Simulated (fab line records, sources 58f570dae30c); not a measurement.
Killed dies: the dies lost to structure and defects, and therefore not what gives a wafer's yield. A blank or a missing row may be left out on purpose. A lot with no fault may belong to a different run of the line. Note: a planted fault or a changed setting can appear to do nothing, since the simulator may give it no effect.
Tool commonality check -- flow berkeley-cmos170 -- 45 wafers sampled across 15 lots

REASON IT WAS OPENED
3 of 15 lots carry a flag on the reading NVT_TW at UCB170_NVT_TW_MEAS_09. No-fault wafers: 525.2, standard deviation 2.2.
Rule: a lot gets a flag if all its wafers with a number sit over 4 standard deviations from that mean, or if no wafer of it has a number. The rest of the lots are taken to be sound.

lot,measured,on,"NVT_TW, wafer by wafer",flag
L494,day 6 16:31,film-metro-03,525.6 522.2 523.5,
L495,day 7 06:23,film-metro-04,527.4 529.1 529.5,
L496,day 7 07:06,film-metro-04,526.0 527.9 524.6,
L498,day 8 01:01,film-metro-03,525.9 527.5 525.0,
L500,day 8 01:17,film-metro-04,523.7 525.4 525.4,
L497,day 8 01:26,film-metro-03,523.9 525.5 522.8,
L501,day 8 01:43,film-metro-03,528.1 527.7 527.5,
L503,day 8 10:02,film-metro-04,523.8 524.2 523.4,
L505,day 8 21:43,film-metro-04,565.6 561.6 561.9,FLAGGED
L508,day 9 08:53,film-metro-04,566.6 565.0 569.8,FLAGGED
L507,day 9 09:35,film-metro-01,569.1 565.3 569.4,FLAGGED
L513,day 10 11:16,film-metro-01,527.9 527.4 523.5,
L512,day 10 11:34,film-metro-03,527.0 522.9 525.7,
L514,day 10 21:52,film-metro-01,523.9 522.8 521.7,
L516,day 11 05:52,film-metro-01,527.2 526.0 526.7,
The numbers of the flagged lots are 566.0 on average: +40.8 against the usual, or +19 standard deviations.

WHICH TOOL RAN EACH LOT
The record holds 1 process step before the reading, out of a route of 331 steps. Every cell lists first the tool, next ch and the chambers used by the sampled wafers, and last the start.
lot,flag,UCB170_NVT_IMPLANT_07
L494,,"implanter-01 ch 0, day 6 16:17"
L495,,"implanter-02 ch 0, day 7 06:10"
L496,,"implanter-03 ch 0, day 7 06:53"
L498,,"implanter-03 ch 0, day 8 00:47"
L500,,"implanter-01 ch 0, day 8 01:02"
L497,,"implanter-02 ch 0, day 8 01:11"
L501,,"implanter-03 ch 0, day 8 01:29"
L503,,"implanter-01 ch 0, day 8 09:47"
L505,FLAGGED,"implanter-03 ch 0, day 8 21:28"
L508,FLAGGED,"implanter-03 ch 0, day 9 08:38"
L507,FLAGGED,"implanter-03 ch 0, day 9 09:20"
L513,,"implanter-02 ch 0, day 10 11:01"
L512,,"implanter-01 ch 0, day 10 11:20"
L514,,"implanter-01 ch 0, day 10 21:37"
L516,,"implanter-01 ch 0, day 11 05:38"
What is done by these steps:
- UCB170_NVT_IMPLANT_07
- UCB170_NVT_TW_MEAS_09

FLAGGED OVER TOTAL, TOOL BY TOOL (the gauges that took the reading come last)
step,tool,lots run,flagged,share of the flagged lots,sound lots run after its first flagged lot
UCB170_NVT_IMPLANT_07,implanter-01,6,0,none,-
UCB170_NVT_IMPLANT_07,implanter-02,3,0,none,-
UCB170_NVT_IMPLANT_07,implanter-03,6,3,all,0
UCB170_NVT_TW_MEAS_09,film-metro-01,4,1,some,"3 (L513,L514,L516)"
UCB170_NVT_TW_MEAS_09,film-metro-03,5,0,none,-
UCB170_NVT_TW_MEAS_09,film-metro-04,6,2,some,0

THE TABLE: WHAT IT ALLOWS
Rows of the table that ran each flagged lot: 1, that is implanter-03 at UCB170_NVT_IMPLANT_07.
- implanter-03 at UCB170_NVT_IMPLANT_07 ran 6 lots, 3 of them flagged. It ran its last sound lot, L501, at day 8 01:29 and its first flagged lot, L505, at day 8 21:28: a fault with its onset between the two fits. Its own readings lie more than 4 standard deviations out on every wafer of the flagged lots: beam-energy-keV.
Left over: one tool, implanter-03 at UCB170_NVT_IMPLANT_07.

WHAT WAS PUT IN BY THE SIMULATOR
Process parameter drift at UCB170_NVT_IMPLANT_07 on implanter-03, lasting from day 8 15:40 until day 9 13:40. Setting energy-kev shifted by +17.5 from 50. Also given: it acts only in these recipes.
Shown lots that were struck: L505, L508, L507. The rule given above showed the same thing.
